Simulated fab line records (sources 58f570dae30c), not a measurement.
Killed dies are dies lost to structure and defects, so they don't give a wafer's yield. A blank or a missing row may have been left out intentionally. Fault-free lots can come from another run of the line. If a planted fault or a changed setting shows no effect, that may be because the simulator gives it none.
Which tool did it? | flow berkeley_cmos170 | 45 wafers from 15 lots sampled at 4 of the route's 331 steps

== WHAT THE GAUGES READ, wafer by wafer ==
No reading from a measuring or inspecting step in the record can be judged against a usual standard deviation.

== TOOL THAT RAN EACH LOT (tool first, then ch and the chambers of the sampled wafers, then the start) ==
lot  | UCB170_START_CLEAN_01          | UCB170_V2_ETCH_14                  | UCB170_V2_STRIP_15                   | UCB170_M3_ETCH_17
L253 | wet_bench-03 ch 3, day 1 10:09 | rie_diel-03 ch 1,2, day 8 13:34    | plasma_asher-03 ch 0,1, day 8 13:44  | rie_diel-01 ch 0,1,2, day 8 17:14
L254 | wet_bench-04 ch 2, day 1 15:07 | rie_diel-02 ch 1,3, day 8 13:50    | plasma_asher-01 ch 0,1, day 8 14:02  | rie_diel-04 ch 0,2, day 8 16:58
L255 | wet_bench-04 ch 2, day 1 20:07 | rie_diel-04 ch 0,2, day 9 08:30    | plasma_asher-01 ch 0,1, day 9 08:46  | rie_diel-04 ch 0,2,3, day 9 15:30
L258 | wet_bench-02 ch 0, day 2 11:30 | rie_diel-04 ch 0,2, day 9 06:46    | plasma_asher-02 ch 0,1, day 9 06:56  | rie_diel-01 ch 2,3, day 9 09:46
L260 | wet_bench-03 ch 3, day 2 22:46 | rie_diel-02 ch 0,3, day 9 17:19    | plasma_asher-02 ch 0, day 9 17:29    | rie_diel-01 ch 1,2,3, day 9 21:24
L262 | wet_bench-02 ch 3, day 3 07:07 | rie_diel-03 ch 0,1,2, day 9 12:31  | plasma_asher-02 ch 0,1, day 9 12:42  | rie_diel-03 ch 0,2,3, day 9 16:06
L263 | wet_bench-03 ch 0, day 3 13:26 | rie_diel-02 ch 0,2,3, day 9 21:13  | plasma_asher-02 ch 0,1, day 9 21:23  | rie_diel-01 ch 1,3, day 10 01:47
L264 | wet_bench-03 ch 1, day 3 18:57 | rie_diel-02 ch 0,1,2, day 10 15:23 | plasma_asher-02 ch 0,1, day 10 15:34 | rie_diel-01 ch 0,1,3, day 10 17:57
L265 | wet_bench-02 ch 1, day 3 22:39 | rie_diel-04 ch 0,3, day 11 06:02   | plasma_asher-02 ch 0,1, day 11 06:13 | rie_diel-03 ch 2,3, day 11 09:25
L266 | wet_bench-03 ch 1, day 4 03:07 | rie_diel-03 ch 0,3, day 11 04:07   | plasma_asher-03 ch 0,1, day 11 04:20 | rie_diel-03 ch 0,1, day 11 08:49
L269 | wet_bench-03 ch 0, day 4 20:14 | rie_diel-03 ch 1,2,3, day 11 22:26 | plasma_asher-01 ch 0,1, day 11 22:37 | rie_diel-03 ch 1,3, day 12 01:14
L273 | wet_bench-02 ch 0, day 5 15:27 | rie_diel-04 ch 1,2,3, day 11 22:52 | plasma_asher-01 ch 0,1, day 11 23:02 | rie_diel-01 ch 0,2,3, day 12 01:41
L274 | wet_bench-03 ch 0, day 5 19:07 | rie_diel-02 ch 1,2, day 12 07:06   | plasma_asher-01 ch 0,1, day 12 07:17 | rie_diel-01 ch 0,1,3, day 12 09:33
L275 | wet_bench-04 ch 0, day 6 00:07 | rie_diel-02 ch 1,2,3, day 12 18:02 | plasma_asher-03 ch 0,1, day 12 18:13 | rie_diel-01 ch 0,2,3, day 13 00:06
L276 | wet_bench-02 ch 2, day 6 05:07 | rie_diel-04 ch 0,2,3, day 12 23:49 | plasma_asher-03 ch 0,1, day 13 00:00 | rie_diel-04 ch 2,3, day 13 04:46
- UCB170_START_CLEAN_01: cleans in dHF, time 60 s.
- UCB170_V2_ETCH_14: etches SiO2 in CHF3/CF4/Ar, stops on Al, target depth 1250 nm, time 291 s.
- UCB170_V2_STRIP_15: strips in O2.
- UCB170_M3_ETCH_17: etches BARC in N2/H2.

== AS READ BY THE TOOLS THEMSELVES (means over the sampled wafers that have a number; for cases with no such wafer, the mark the record gives instead) ==
UCB170_START_CLEAN_01. Usual: run_length_s reads 88 s (standard deviation 3.6).
lot  | tool         | run_length_s (s) | flag
L253 | wet_bench-03 | 89               |
L254 | wet_bench-04 | 93               |
L255 | wet_bench-04 | 86               |
L258 | wet_bench-02 | 93               |
L260 | wet_bench-03 | 95               |
L262 | wet_bench-02 | 86               |
L263 | wet_bench-03 | 87               |
L264 | wet_bench-03 | -                | OFF
L265 | wet_bench-02 | -                | OFF
L266 | wet_bench-03 | -                | OFF
L269 | wet_bench-03 | 86               |
L273 | wet_bench-02 | 86               |
L274 | wet_bench-03 | 93               |
L275 | wet_bench-04 | 86               |
L276 | wet_bench-02 | 85               |

UCB170_V2_ETCH_14. Usual: drypump_motor_current_A 5.4 A, standard deviation 0.47; oes_product_au 0.872 a.u., standard deviation 0.018; throttle_valve_pct 6.97 %, standard deviation 0.07.
lot  | tool        | drypump_motor_current_A (A) | oes_product_au (a.u.) | throttle_valve_pct (%) | flag
L253 | rie_diel-03 | 4.8                         | 0.881                 | 6.94                   |
L254 | rie_diel-02 | 5.5                         | 0.890                 | 6.99                   |
L255 | rie_diel-04 | 5.9                         | 0.866                 | 6.97                   |
L258 | rie_diel-04 | 5.5                         | 0.877                 | 6.96                   |
L260 | rie_diel-02 | 5.5                         | 0.868                 | 6.83                   |
L262 | rie_diel-03 | 4.9                         | 0.869                 | 6.94                   |
L263 | rie_diel-02 | 5.5                         | 0.863                 | 6.91                   |
L264 | rie_diel-02 | 5.7                         | 0.871                 | 6.94                   |
L265 | rie_diel-04 | 5.2                         | 0.888                 | 7.01                   |
L266 | rie_diel-03 | 5.0                         | 0.856                 | 6.99                   |
L269 | rie_diel-03 | 4.8                         | 0.878                 | 6.94                   |
L273 | rie_diel-04 | 5.8                         | 0.865                 | 7.03                   |
L274 | rie_diel-02 | 5.7                         | 0.885                 | 7.01                   |
L275 | rie_diel-02 | 5.5                         | 0.874                 | 6.98                   |
L276 | rie_diel-04 | 5.6                         | 0.870                 | 7.02                   |

UCB170_V2_STRIP_15. Usual: drypump_motor_current_A 5.6 A, standard deviation 0.46; oes_product_au 0.722 a.u., standard deviation 0.0043; strip_time_to_endpoint_s 15.42 s, standard deviation 0.14.
lot  | tool            | drypump_motor_current_A (A) | oes_product_au (a.u.) | strip_time_to_endpoint_s (s) | flag
L253 | plasma_asher-03 | 6.1                         | 0.721                 | 15.42                        |
L254 | plasma_asher-01 | 5.6                         | 0.724                 | 15.68                        |
L255 | plasma_asher-01 | 5.3                         | 0.726                 | 15.49                        |
L258 | plasma_asher-02 | 5.6                         | 0.715                 | 15.37                        |
L260 | plasma_asher-02 | 5.1                         | 0.723                 | 15.46                        |
L262 | plasma_asher-02 | 5.6                         | 0.724                 | 15.35                        |
L263 | plasma_asher-02 | 5.6                         | 0.722                 | 15.54                        |
L264 | plasma_asher-02 | 5.3                         | 0.724                 | 15.38                        |
L265 | plasma_asher-02 | 5.6                         | 0.722                 | 15.41                        |
L266 | plasma_asher-03 | 6.1                         | 0.720                 | 15.55                        |
L269 | plasma_asher-01 | 5.3                         | 0.722                 | 15.48                        |
L273 | plasma_asher-01 | 5.3                         | 0.723                 | 15.36                        |
L274 | plasma_asher-01 | 5.3                         | 0.721                 | 15.43                        |
L275 | plasma_asher-03 | 6.1                         | 0.725                 | 15.46                        |
L276 | plasma_asher-03 | 5.8                         | 0.723                 | 15.48                        |

UCB170_M3_ETCH_17. Usual: drypump_motor_current_A 5.4 A, standard deviation 0.52; oes_product_au 0.991 a.u., standard deviation 0.027; throttle_valve_pct 13.35 %, standard deviation 0.22.
lot  | tool        | drypump_motor_current_A (A) | oes_product_au (a.u.) | throttle_valve_pct (%) | flag
L253 | rie_diel-01 | 5.8                         | 0.995                 | 13.53                  |
L254 | rie_diel-04 | 5.5                         | 1.004                 | 13.32                  |
L255 | rie_diel-04 | 5.6                         | 0.987                 | 13.38                  |
L258 | rie_diel-01 | 5.3                         | 0.970                 | 13.20                  |
L260 | rie_diel-01 | 5.5                         | 0.985                 | 13.27                  |
L262 | rie_diel-03 | 5.0                         | 0.959                 | 13.29                  |
L263 | rie_diel-01 | 5.1                         | 0.985                 | 13.10                  |
L264 | rie_diel-01 | 5.3                         | 0.998                 | 13.37                  |
L265 | rie_diel-03 | 4.9                         | 0.970                 | 13.21                  |
L266 | rie_diel-03 | 4.9                         | 1.002                 | 13.37                  |
L269 | rie_diel-03 | 4.8                         | 1.020                 | 13.34                  |
L273 | rie_diel-01 | 5.5                         | 0.986                 | 13.45                  |
L274 | rie_diel-01 | 5.3                         | 0.994                 | 13.37                  |
L275 | rie_diel-01 | 5.5                         | 0.991                 | 13.44                  |
L276 | rie_diel-04 | 6.0                         | 0.968                 | 13.29                  |

== THE ANSWER, worked out from the rows above alone ==
Rule: lot off if the mean of its wafers having a number is beyond 3 standard deviations from the usual mean. Also off: a lot with no number at a reading for which 4 or more lots have one. Where the step has rows for the other lots, those lots are counted as sound. First the gauges in route order, then the tools' own readings, where a lot's mean is used as printed above. The first step at which some lot is off is used, and at that step the reading that is off furthest; a lot without a number counts as furthest.
Off at UCB170_START_CLEAN_01 (run_length_s): L264, L265, L266. Without a number there: L264, L265, L266.
A tool fits if, at that step or a process step before it, it ran every lot that is off, and no sound lot after the first of them. None of those tried fits.

== WHAT HAD BEEN PUT IN BY THE SIMULATOR ==
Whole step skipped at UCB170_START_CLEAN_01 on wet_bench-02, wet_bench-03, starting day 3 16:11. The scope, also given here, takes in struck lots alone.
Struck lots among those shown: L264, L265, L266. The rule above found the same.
